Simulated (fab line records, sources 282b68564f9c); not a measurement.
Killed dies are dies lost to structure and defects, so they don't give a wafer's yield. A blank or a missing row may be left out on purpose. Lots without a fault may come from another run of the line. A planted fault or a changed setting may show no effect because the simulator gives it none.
fab line records | flow rit_cmos
record lots=15 wafers=45 last_day=7
route steps=202 shown ACTIVE@12 NRETRO@62 PRETRO@73 GATE@81 M1@202
lots that met no fault: from a run of the same line without faults
start_h: hours from the record's first day to the start of the lot's first wafer shown | wait_h: hours since the lot's step before | " the same as in the row above | L1.1+2: a row that stands for several wafers | - no value, or no start given | * or withheld: withheld | < > ~ a bound
route shown NAME@n: a module of which the file shows steps, and the number in the route of the first | usual: mean/standard deviation of fault-free wafers | same: alike in all rows | chamber/n: place in a boat | sites: the reading at each site | _std_site: their standard deviation | _edge_site: outer sites' mean less inner sites' | radius_mm: how far each site lies from the wafer's centre | mask NAME#n: copy n | behind: the tool/chamber that last shaped the wafer | hold: why the lot was held/for how many hours/how that ended | device: the transistor (n, p or np) that didn't switch | end of line: the same wafers' tests at the end of the route | a step without rows: its recipe alone | killed: dies lost to structure and defects at the first sort, not the wafer's yield | map: a wafer's dies, x killed, . not, _ none there
set.NAME: the setting as run; set.NAME@STEP: as run at that earlier step | model.NAME: the simulator's own value behind a step, which no gauge read
steps of the route over a sample of lots; a table a step, a row a wafer
services: from which hour (start_h, from the record's first day; less than 0 if before it) a tool's chamber was out of use, for how many hours, and why
## steps
# step RIT_ACTIVE_CD_MEAS_11
# recipe target_cd_nm=1400
# usual cd_nm=1400.2/2.4
# columns lot.wafer tool chamber start_h wait_h cd_nm
L403.4 cd_sem-01 - 26.86 - 1397.7
L403.5 " - " " 1400.3
L403.6 " - " " 1397.4
L404.1 cd_sem-01 - 30.99 - 1398.9
L404.4 " - " " 1399.6
L404.5 " - " " 1401.3
L405.1 cd_sem-02 - 36.93 - 1400.9
L405.2 " - " " 1401.8
L405.6 " - " " 1401.3
L408.1 cd_sem-01 - 51.64 - 1400.7
L408.3 " - " " 1402.2
L408.4 " - " " 1400.2
L409.1 cd_sem-02 - 59.28 - 1400.6
L409.3 " - " " 1400.1
L409.4 " - " " 1399.9
L411.3 cd_sem-01 - 70.93 - 1402.8
L411.4 " - " " 1402.2
L411.5 " - " " 1401.0
L412.2 cd_sem-02 - 71.15 - 1396.4
L412.4 " - " " 1398.7
L412.6 " - " " 1399.7
L413.1 cd_sem-02 - 79.76 - 1402.3
L413.3 " - " " 1401.0
L413.6 " - " " 1400.4
L415.1 cd_sem-02 - 88.39 - 1402.9
L415.3 " - " " 1405.4
L415.5 " - " " 1405.2
L417.1 cd_sem-02 - 98.08 - 1402.3
L417.4 " - " " 1404.4
L417.6 " - " " 1403.2
L418.1 cd_sem-01 - 100.48 - 1401.9
L418.5 " - " " 1400.7
L418.6 " - " " 1404.2
L420.1 cd_sem-01 - 110.02 - 1400.3
L420.3 " - " " 1399.4
L420.6 " - " " 1398.1
L421.1 cd_sem-02 - 116.17 - 1397.3
L421.3 " - " " 1395.9
L421.5 " - " " 1397.0
L422.1 cd_sem-02 - 119.87 - 1403.6
L422.3 " - " " 1401.3
L422.5 " - " " 1403.1
L424.1 cd_sem-02 - 130.39 - 1398.3
L424.4 " - " " 1400.7
L424.6 " - " " 1398.7
# step RIT_NRETRO_STRIP_09
# recipe chemistry=O2 time_s=180 resist=NOVOLAK platen_temp_c=withheld power_w=500 pressure_mtorr=4000 o2_flow_sccm=4000
# usual chamber_pressure_mTorr=4000/3.2 drypump_motor_current_A=5.5/0.55
# columns lot.wafer tool chamber start_h wait_h chamber_pressure_mTorr drypump_motor_current_A rf_hours_counter_h
L403.4 plasma_asher-03 0 47.65 0.1 3998 5.7 -
L403.5 " 0 " " 3999 5.7 -
L403.6 " 1 " " 4001 4.7 -
L404.1 plasma_asher-04 1 50.74 0.1 4001 4.9 43
L404.4 " 0 " " 4001 5.5 -
L404.5 " 0 " " 3997 5.5 -
L405.1 plasma_asher-02 0 55.89 0.1 4000 5.7 41
L405.2 " 1 " " 3999 6.4 41
L405.6 " 0 " " 3999 5.7 -
L408.1 plasma_asher-03 1 89.99 0.1 3999 4.7 42
L408.3 " 0 " " 4000 5.7 -
L408.4 " 1 " " 4010 4.7 -
L409.1 plasma_asher-04 1 90.24 0.1 4002 4.9 47
L409.3 " 1 " " 3997 4.9 -
L409.4 " 0 " " 3994 5.5 -
L411.3 plasma_asher-02 1 95.27 0.1 4004 6.4 -
L411.4 " 0 " " 3994 5.7 -
L411.5 " 0 " " 3998 5.7 -
L412.2 plasma_asher-03 0 95.72 0.1 4000 5.7 43
L412.4 " 1 " " 3995 4.7 -
L412.6 " 1 " " 4001 4.7 -
L413.1 plasma_asher-04 1 104.50 0.1 4003 4.9 48
L413.3 " 1 " " 4001 4.9 -
L413.6 " 1 " " 3998 4.9 -
L415.1 plasma_asher-02 1 114.37 0.1 4004 6.4 46
L415.3 " 0 " " 3997 5.7 -
L415.5 " 0 " " 4001 5.7 -
L418.1 plasma_asher-03 0 121.96 0.1 3998 5.7 0
L418.5 " 0 " " 4002 5.7 -
L418.6 " 1 " " 3997 4.7 -
L417.1 plasma_asher-02 1 122.36 0.1 3988 6.4 47
L417.4 " 0 " " 4001 5.7 -
L417.6 " 1 " " 4005 6.4 -
L420.1 plasma_asher-02 0 127.13 0.1 3999 5.7 48
L420.3 " 1 " " 4005 6.5 -
L420.6 " 0 " " 4002 5.7 -
L421.1 plasma_asher-03 0 133.26 0.1 3999 5.7 2
L421.3 " 0 " " 4001 5.7 -
L421.5 " 1 " " 4004 4.7 -
L422.1 plasma_asher-04 1 138.86 0.1 3997 4.9 54
L422.3 " 0 " " 3999 5.5 -
L422.5 " 0 " " 4001 5.5 -
L424.1 plasma_asher-04 0 146.46 0.1 4002 5.6 55
L424.4 " 0 " " 3999 5.5 -
L424.6 " 0 " " 3999 5.5 -
# step RIT_PRETRO_STRIP_09
# recipe chemistry=O2 time_s=180 resist=NOVOLAK platen_temp_c=withheld power_w=500 pressure_mtorr=4000 o2_flow_sccm=4000
# usual chamber_pressure_mTorr=4001/3.9 drypump_motor_current_A=5.8/0.5
# columns lot.wafer tool chamber start_h wait_h chamber_pressure_mTorr drypump_motor_current_A rf_hours_counter_h
L403.4 plasma_asher-03 1 49.33 0.1 3999 4.7 -
L403.5 " 1 " " 4011 4.7 -
L403.6 " 0 " " 3999 5.7 -
L404.1 plasma_asher-03 0 52.39 0.1 3999 5.7 40
L404.4 " 1 " " 4002 4.7 -
L404.5 " 0 " " 4001 5.7 -
L405.1 plasma_asher-03 0 57.57 0.1 4004 5.7 40
L405.2 " 1 " " 3997 4.7 40
L405.6 " 1 " " 4004 4.7 -
L408.1 plasma_asher-02 1 91.69 0.1 4001 6.5 44
L408.3 " 1 " " 4008 6.4 -
L408.4 " 0 " " 4008 5.7 -
L409.1 plasma_asher-01 1 91.93 0.1 4001 5.7 25
L409.3 " 0 " " 3995 6.0 -
L409.4 " 1 " " 4005 5.7 -
L411.3 plasma_asher-03 0 97.31 0.1 4000 5.7 -
L411.4 " 1 " " 3997 4.7 -
L411.5 " 1 " " 4003 4.7 -
L412.2 plasma_asher-02 1 97.79 0.1 3999 6.4 44
L412.4 " 1 " " 4001 6.4 -
L412.6 " 1 " " 4002 6.4 -
L413.1 plasma_asher-01 1 106.18 0.1 4006 5.7 26
L413.3 " 0 " " 4001 6.0 -
L413.6 " 0 " " 4001 6.0 -
L415.1 plasma_asher-01 1 116.23 0.1 3997 5.7 27
L415.3 " 0 " " 3998 6.0 -
L415.5 " 0 " " 4005 6.0 -
L418.1 plasma_asher-02 0 124.19 0.1 3999 5.7 48
L418.5 " 1 " " 4003 6.4 -
L418.6 " 0 " " 3999 5.7 -
L417.1 plasma_asher-02 1 125.06 0.1 3999 6.4 48
L417.4 " 0 " " 4002 5.7 -
L417.6 " 0 " " 4000 5.7 -
L420.1 plasma_asher-01 1 129.13 0.1 3993 5.7 29
L420.3 " 1 " " 4001 5.7 -
L420.6 " 0 " " 3998 6.0 -
L421.1 plasma_asher-02 0 135.10 0.1 4000 5.7 50
L421.3 " 0 " " 3997 5.7 -
L421.5 " 1 " " 4007 6.4 -
L422.1 plasma_asher-01 0 140.41 0.1 4012 6.0 31
L422.3 " 0 " " 3999 6.0 -
L422.5 " 1 " " 4001 5.7 -
L424.1 plasma_asher-02 1 148.19 0.1 3993 6.4 51
L424.4 " 0 " " 3998 5.7 -
L424.6 " 0 " " 4003 5.7 -
# step RIT_GATE_OXIDATION_05
# recipe temp_c=900 ambient=O2 target_thk_a=30 ox_time_s=270
# usual spike_tc_centre_C=902.0/1.9 tube_center_temp_C_max=902.3/0.34
# columns lot.wafer tool chamber start_h wait_h spike_tc_centre_C tube_center_temp_C_max
L403.4 furnace-04 0 53.05 3.1 900.4 901.7
L403.5 " 0 " " 901.4 902.1
L403.6 " 0 " " 899.7 902.2
L404.1 furnace-04 0 65.01 11.9 900.8 903.6
L404.4 " 0 " " 900.9 901.8
L404.5 " 0 " " 900.8 902.2
L405.1 furnace-04 0 65.01 6.8 900.0 902.2
L405.2 " 0 " " 899.9 902.6
L405.6 " 0 " " 902.5 902.2
L408.1 furnace-03 0 94.30 1.9 905.6 902.5
L408.3 " 0 " " 904.1 902.1
L408.4 " 0 " " 904.3 902.2
L409.1 furnace-03 0 94.30 1.7 905.5 902.8
L409.3 " 0 " " 902.2 902.3
L409.4 " 0 " " 903.8 902.5
L411.3 furnace-04 0 98.00 0.0 899.8 902.0
L411.4 " 0 " " 898.5 902.4
L411.5 " 0 " " 900.1 901.9
L412.2 furnace-01 0 102.82 4.1 902.3 902.5
L412.4 " 0 " " 902.6 902.8
L412.6 " 0 " " 902.7 902.2
L413.1 furnace-04 0 109.59 2.7 899.5 902.1
L413.3 " 0 " " 900.5 902.0
L413.6 " 0 " " 899.6 902.7
L415.1 furnace-03 0 116.94 0.1 904.8 902.3
L415.3 " 0 " " 903.6 902.4
L415.5 " 0 " " 902.9 902.0
L418.1 furnace-01 0 125.44 0.6 883.6 902.1
L418.5 " 0 " " 882.5 902.6
L418.6 " 0 " " 884.8 902.2
L417.1 furnace-01 0 126.52 0.8 882.0 902.5
L417.4 " 0 " " 883.0 901.8
L417.6 " 0 " " 882.6 902.7
L420.1 furnace-01 0 129.86 0.1 883.2 902.5
L420.3 " 0 " " 883.3 902.7
L420.6 " 0 " " 883.6 902.1
L421.1 furnace-04 0 137.05 1.2 900.4 902.0
L421.3 " 0 " " 901.1 902.5
L421.5 " 0 " " 900.4 902.2
L422.1 furnace-03 0 142.13 1.0 903.6 901.9
L422.3 " 0 " " 903.5 902.4
L422.5 " 0 " " 904.0 902.8
L424.1 furnace-03 0 150.61 1.8 904.5 902.5
L424.4 " 0 " " 902.8 902.4
L424.6 " 0 " " 902.4 902.7
# step RIT_GATE_THK_MEAS_07
# recipe reads=SiO2_of_GATE_OXIDATION_05
# usual GATE_OXIDE_THK=3.02/0.057
# columns lot.wafer tool chamber start_h wait_h hold GATE_OXIDE_THK[nm]
L403.4 film_metro-03 - 66.36 0.0 - 3.03
L403.5 " - " " - 3.02
L403.6 " - " " - 2.94
L404.1 film_metro-03 - 74.91 0.0 - 3.01
L404.4 " - " " - 3.09
L404.5 " - " " - 3.03
L405.1 film_metro-02 - 74.91 0.0 - 3.15
L405.2 " - " " - 3.00
L405.6 " - " " - 3.13
L408.1 film_metro-04 - 97.64 0.0 - 3.06
L408.3 " - " " - 3.07
L408.4 " - " " - 3.05
L409.1 film_metro-03 - 97.64 0.0 - 3.00
L409.3 " - " " - 2.96
L409.4 " - " " - 3.03
L411.3 film_metro-04 - 104.16 0.0 - 3.06
L411.4 " - " " - 3.10
L411.5 " - " " - 3.00
L412.2 film_metro-04 - 108.28 0.0 - 3.05
L412.4 " - " " - 3.09
L412.6 " - " " - 3.08
L413.1 film_metro-03 - 112.72 0.0 - 3.03
L413.3 " - " " - 3.05
L413.6 " - " " - 2.97
L415.1 film_metro-04 - 118.66 0.0 - 3.12
L415.3 " - " " - 3.06
L415.5 " - " " - 3.08
L418.1 film_metro-02 - 127.63 0.0 await_dispo/0.2h/release 2.97
L418.5 " - " " await_dispo/0.2h/release 2.86
L418.6 " - " " await_dispo/0.2h/release 2.71
L418.1 film_metro-02 - 127.94 0.3 - 2.99
L418.5 " - " " - 2.87
L418.6 " - " " - 2.72
L417.1 film_metro-02 - 127.88 0.0 await_dispo/0.2h/release 3.01
L417.4 " - " " await_dispo/0.2h/release 2.81
L417.6 " - " " await_dispo/0.2h/release 2.67
L417.1 film_metro-02 - 128.11 0.2 - 2.95
L417.4 " - " " - 2.80
L417.6 " - " " - 2.75
L420.1 film_metro-02 - 131.72 0.0 await_dispo/0.2h/release 2.71
L420.3 " - " " await_dispo/0.2h/release 2.80
L420.6 " - " " await_dispo/0.2h/release 2.88
L420.1 film_metro-02 - 131.95 0.2 - 2.76
L420.3 " - " " - 2.79
L420.6 " - " " - 2.90
L421.1 film_metro-03 - 139.69 0.0 - 3.04
L421.3 " - " " - 3.12
L421.5 " - " " - 3.05
L422.1 film_metro-04 - 143.45 0.0 - 3.04
L422.3 " - " " - 2.96
L422.5 " - " " - 2.98
L424.1 film_metro-04 - 153.87 0.0 - 2.99
L424.4 " - " " - 2.98
L424.6 " - " " - 3.01
# step RIT_M1_PROBE_99
# usual killed_at_contacts=0.1/0.23 killed_at_front_end=6.7/2.9 killed_dies=6.8/2.9 killed_on_rim=1.9/1.4 killed_open=3.5/2.1 killed_short=3.2/1.9
# same gross_dies=264 killed_at_M0_to_M3=0 killed_at_M4_up=0 killed_at_back_side=0 killed_at_other=0
# columns lot.wafer tool chamber start_h wait_h killed_at_contacts killed_at_front_end killed_dies killed_on_rim killed_open killed_short
L403.4 prober-01 - 94.62 0.2 0 7 7 0 5 2
L403.5 prober-01 - 94.67 0.2 0 5 5 1 3 2
L403.6 prober-01 - 94.72 0.2 0 6 6 2 3 3
L404.1 prober-02 - 98.72 0.1 0 10 10 1 4 6
L404.4 prober-02 - 98.87 0.2 0 16 16 2 10 6
L404.5 prober-02 - 98.92 0.2 0 10 10 3 5 5
L405.1 prober-01 - 101.18 0.1 0 5 5 1 2 3
L405.2 prober-01 - 101.23 0.1 0 5 5 2 1 4
L405.6 prober-01 - 101.43 0.2 0 6 6 0 5 1
L408.1 prober-02 - 126.53 0.1 0 15 15 7 8 7
L408.3 prober-02 - 126.63 0.2 0 9 9 3 4 5
L408.4 prober-02 - 126.68 0.2 0 7 7 3 4 3
L409.1 prober-01 - 128.03 0.1 0 7 7 2 5 2
L409.3 prober-01 - 128.13 0.2 1 9 10 3 9 1
L409.4 prober-01 - 128.18 0.2 0 7 7 3 2 5
L411.3 prober-02 - 130.55 0.2 0 9 9 2 3 6
L411.4 prober-02 - 130.60 0.2 0 3 3 0 1 2
L411.5 prober-02 - 130.65 0.2 0 4 4 1 2 2
L412.2 prober-02 - 135.92 0.1 1 9 10 3 4 6
L412.4 prober-02 - 136.02 0.2 0 7 7 1 5 2
L412.6 prober-02 - 136.12 0.2 0 6 6 0 4 2
L413.1 prober-02 - 141.39 0.1 0 11 11 2 6 5
L413.3 prober-02 - 141.49 0.2 0 11 11 2 5 6
L413.6 prober-02 - 141.64 0.2 0 7 7 2 5 2
L415.1 prober-01 - 143.18 0.1 0 6 6 1 3 3
L415.3 prober-01 - 143.28 0.2 0 7 7 1 2 5
L415.5 prober-01 - 143.38 0.2 0 4 4 2 1 3
L418.1 prober-01 - 156.75 0.1 0 10 10 4 6 4
L418.5 prober-01 - 156.95 0.2 0 9 9 4 4 5
L418.6 prober-01 - 157.00 0.2 0 6 6 0 5 1
L417.1 prober-02 - 159.84 0.1 0 7 7 2 1 6
L417.4 prober-02 - 159.99 0.2 0 11 11 1 3 8
L417.6 prober-02 - 160.09 0.2 0 3 3 1 1 2
L420.1 prober-01 - 161.44 0.1 0 13 13 3 3 10
L420.3 prober-01 - 161.54 0.2 0 9 9 3 3 6
L420.6 prober-01 - 161.69 0.2 0 4 4 0 3 1
L421.1 prober-01 - 164.39 0.1 0 2 2 1 1 1
L421.3 prober-01 - 164.49 0.2 0 5 5 0 2 3
L421.5 prober-01 - 164.59 0.2 0 1 1 0 0 1
L422.1 prober-02 - 166.45 0.1 0 3 3 0 2 1
L422.3 prober-02 - 166.55 0.2 0 5 5 2 2 3
L422.5 prober-02 - 166.65 0.2 0 7 7 2 3 4
L424.1 prober-02 - 177.98 0.1 0 6 6 1 3 3
L424.4 prober-02 - 178.13 0.2 0 5 5 2 2 3
L424.6 prober-02 - 178.23 0.2 0 2 2 1 1 1
# killed by level:class
L403.4 FOX1:geometric_particle:open=3 REOX:geometric_particle:short=1 SPACER:geometric_particle:open=1 SILICIDE:geometric_particle:short=1 SILICIDE:geometric_particle:open=1
L403.5 FOX1:geometric_particle:short=1 GATE:geometric_particle:open=1 REOX:geometric_particle:short=1 SPACER:geometric_particle:open=1 SILICIDE:geometric_particle:open=1
L403.6 FOX1:geometric_particle:short=2 REOX:geometric_particle:open=1 SPACER:geometric_particle:short=1 SPACER:geometric_particle:open=1 SILICIDE:geometric_particle:open=1
L404.1 GATE:geometric_particle:short=3 FOX1:geometric_particle:short=2 FOX1:geometric_particle:open=1 FOX2:geometric_particle:open=1 FOX2:geometric_particle:short=1 GATE:geometric_particle:open=1 SPACER:geometric_particle:open=1
L404.4 FOX1:geometric_particle:open=3 GATE:geometric_particle:open=3 GATE:geometric_particle:short=2 REOX:geometric_particle:open=2 SPACER:geometric_particle:open=2 SPACER:geometric_particle:short=2 ACTIVE:geometric_particle:short=1 SILICIDE:geometric_particle:short=1
L404.5 GATE:geometric_particle:open=3 GATE:geometric_particle:short=2 SPACER:geometric_particle:short=2 FOX1:geometric_particle:short=1 REOX:geometric_particle:open=1 SILICIDE:geometric_particle:open=1
L405.1 GATE:geometric_particle:short=2 REOX:geometric_particle:open=1 SILICIDE:geometric_particle:open=1 SILICIDE:geometric_particle:short=1
L405.2 FOX2:geometric_particle:short=2 FOX1:geometric_particle:short=1 GATE:geometric_particle:open=1 GATE:geometric_particle:short=1
L405.6 FOX1:geometric_particle:open=2 GATE:geometric_particle:short=1 GATE:geometric_particle:open=1 REOX:geometric_particle:open=1 SPACER:geometric_particle:open=1
L408.1 SPACER:geometric_particle:short=3 GATE:geometric_particle:short=2 REOX:geometric_particle:open=2 REOX:geometric_particle:short=2 SPACER:geometric_particle:open=2 SILICIDE:geometric_particle:open=2 FOX2:geometric_particle:open=1 GATE:geometric_particle:open=1
L408.3 GATE:geometric_particle:open=3 REOX:geometric_particle:short=2 FOX1:geometric_particle:short=1 FOX1:geometric_particle:open=1 FOX2:geometric_particle:short=1 GATE:geometric_particle:short=1
L408.4 FOX1:geometric_particle:short=1 FOX1:geometric_particle:open=1 GATE:geometric_particle:short=1 GATE:geometric_particle:open=1 REOX:geometric_particle:open=1 SPACER:geometric_particle:short=1 SILICIDE:geometric_particle:open=1
L409.1 SPACER:geometric_particle:open=2 FOX2:geometric_particle:open=1 GATE:geometric_particle:short=1 REOX:geometric_particle:open=1 REOX:geometric_particle:short=1 SILICIDE:geometric_particle:open=1
L409.3 SILICIDE:geometric_particle:open=3 GATE:geometric_particle:open=2 REOX:geometric_particle:open=2 FOX1:geometric_particle:open=1 GATE:geometric_particle:short=1 CONTACT:geometric_particle:open=1
L409.4 GATE:geometric_particle:short=3 FOX1:geometric_particle:short=1 FOX2:geometric_particle:short=1 GATE:geometric_particle:open=1 REOX:geometric_particle:open=1
L411.3 FOX1:geometric_particle:short=3 GATE:geometric_particle:short=2 FOX1:geometric_particle:open=1 GATE:geometric_particle:open=1 REOX:geometric_particle:open=1 SPACER:geometric_particle:short=1
L411.4 FOX1:geometric_particle:short=1 GATE:geometric_particle:open=1 SPACER:geometric_particle:short=1
L411.5 FOX1:geometric_particle:open=1 FOX1:geometric_particle:short=1 FOX2:geometric_particle:short=1 SPACER:geometric_particle:open=1
L412.2 GATE:geometric_particle:short=4 SILICIDE:geometric_particle:open=3 GATE:geometric_particle:open=1 SILICIDE:geometric_particle:short=1 CONTACT:geometric_particle:short=1
L412.4 FOX2:geometric_particle:open=2 GATE:geometric_particle:short=1 REOX:geometric_particle:open=1 SPACER:geometric_particle:open=1 SILICIDE:geometric_particle:open=1 SILICIDE:geometric_particle:short=1
L412.6 SPACER:geometric_particle:open=3 FOX1:geometric_particle:open=1 FOX2:geometric_particle:short=1 SILICIDE:geometric_particle:short=1
L413.1 GATE:geometric_particle:open=4 GATE:geometric_particle:short=4 FOX1:geometric_particle:open=1 FOX2:geometric_particle:short=1 SILICIDE:geometric_particle:open=1
L413.3 GATE:geometric_particle:short=3 GATE:geometric_particle:open=2 SPACER:geometric_particle:short=2 SPACER:geometric_particle:open=2 FOX1:geometric_particle:open=1 FOX1:geometric_particle:short=1
L413.6 SPACER:geometric_particle:open=3 FOX1:geometric_particle:short=1 GATE:geometric_particle:open=1 SPACER:geometric_particle:short=1 SILICIDE:geometric_particle:open=1
L415.1 GATE:geometric_particle:open=2 FOX1:geometric_particle:short=1 GATE:geometric_particle:short=1 REOX:geometric_particle:open=1 SILICIDE:geometric_particle:short=1
L415.3 GATE:geometric_particle:open=2 REOX:geometric_particle:short=2 ACTIVE:geometric_particle:short=1 FOX1:geometric_particle:short=1 GATE:geometric_particle:short=1
L415.5 FOX1:geometric_particle:open=1 GATE:geometric_particle:short=1 REOX:geometric_particle:short=1 SPACER:geometric_particle:short=1
L418.1 GATE:geometric_particle:open=2 FOX1:geometric_particle:open=1 FOX1:geometric_particle:short=1 FOX2:geometric_particle:short=1 GATE:geometric_particle:short=1 REOX:geometric_particle:open=1 SPACER:geometric_particle:open=1 SPACER:geometric_particle:short=1
L418.5 GATE:geometric_particle:open=2 SPACER:geometric_particle:short=2 FOX2:geometric_particle:open=1 GATE:geometric_particle:short=1 REOX:geometric_particle:open=1 REOX:geometric_particle:short=1 SILICIDE:geometric_particle:short=1
L418.6 GATE:geometric_particle:open=4 GATE:geometric_particle:short=1 SPACER:geometric_particle:open=1
L417.1 GATE:geometric_particle:short=2 SPACER:geometric_particle:short=2 REOX:geometric_particle:short=1 REOX:geometric_particle:open=1 SILICIDE:geometric_particle:short=1
L417.4 SILICIDE:geometric_particle:short=4 REOX:geometric_particle:short=2 SILICIDE:geometric_particle:open=2 GATE:geometric_particle:short=1 REOX:geometric_particle:open=1 SPACER:geometric_particle:short=1
L417.6 GATE:geometric_particle:short=2 REOX:geometric_particle:open=1
L420.1 GATE:geometric_particle:short=7 REOX:geometric_particle:open=2 SPACER:geometric_particle:short=2 FOX2:geometric_particle:short=1 SPACER:geometric_particle:open=1
L420.3 GATE:geometric_particle:short=3 GATE:geometric_particle:open=2 REOX:geometric_particle:short=2 FOX1:geometric_particle:short=1 FOX1:geometric_particle:open=1
L420.6 FOX1:geometric_particle:open=1 FOX2:geometric_particle:short=1 SPACER:geometric_particle:open=1 SILICIDE:geometric_particle:open=1
L421.1 FOX1:geometric_particle:short=1 FOX1:geometric_particle:open=1
L421.3 FOX1:geometric_particle:short=1 FOX2:geometric_particle:open=1 REOX:geometric_particle:short=1 SILICIDE:geometric_particle:open=1 SILICIDE:geometric_particle:short=1
L421.5 GATE:geometric_particle:short=1
L422.1 FOX2:geometric_particle:short=1 GATE:geometric_particle:open=1 SILICIDE:geometric_particle:open=1
L422.3 GATE:geometric_particle:short=2 FOX2:geometric_particle:open=1 GATE:geometric_particle:open=1 SPACER:geometric_particle:short=1
L422.5 GATE:geometric_particle:short=2 GATE:geometric_particle:open=2 REOX:geometric_particle:open=1 REOX:geometric_particle:short=1 SPACER:geometric_particle:short=1
L424.1 GATE:geometric_particle:short=2 SPACER:geometric_particle:open=2 GATE:geometric_particle:open=1 REOX:geometric_particle:short=1
L424.4 GATE:geometric_particle:short=1 REOX:geometric_particle:open=1 REOX:geometric_particle:short=1 SILICIDE:geometric_particle:short=1 SILICIDE:geometric_particle:open=1
L424.6 GATE:geometric_particle:open=1 REOX:geometric_particle:short=1
## services
# columns tool chamber start_h hours kind
furnace-04 - 29.39 4.1 pm
plasma_asher-01 - 52.31 4.0 repair
furnace-03 - 54.34 3.5 pm
plasma_asher-01 - 64.14 1.0 repair
furnace-01 - 75.16 19.3 repair
furnace-01 - 94.50 2.9 pm
furnace-03 - 98.00 2.9 pm
plasma_asher-01 - 98.66 2.8 pm
furnace-03 - 99.99 10.3 repair
plasma_asher-03 - 108.88 9.0 pm
plasma_asher-03 0 108.88 9.0 vent_cycle
plasma_asher-03 1 108.88 9.0 vent_cycle
plasma_asher-03 0 117.88 - clean
plasma_asher-03 1 117.88 - clean
## key
first_sign step=RIT_GATE_OXIDATION_05 reading=spike_tc_centre_C direction=down sigmas=10 usual=902.0 struck=883.2
effect step=RIT_GATE_THK_MEAS_07 reading=visit direction=added
met_at RIT_GATE_OXIDATION_05
struck_lots L417,L418,L420
tester_left_out L417,L418,L420
not_acting_at RIT_ACTIVE_CD_MEAS_11,RIT_NRETRO_STRIP_09,RIT_PRETRO_STRIP_09
fault kind=process_parameter_drift tool=furnace-01 chamber=- onset_h=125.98 steps=RIT_GATE_OXIDATION_05 channel=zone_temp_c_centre offset=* shape=step end_h=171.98
# tester_left_out: of these lots the tester's yield and bins aren't shown, on N5 and GAA mostly nor the transistor test; their killed dies are dies lost to structure and defects alone, not to doping, threshold or leakage, so they don't give the yield
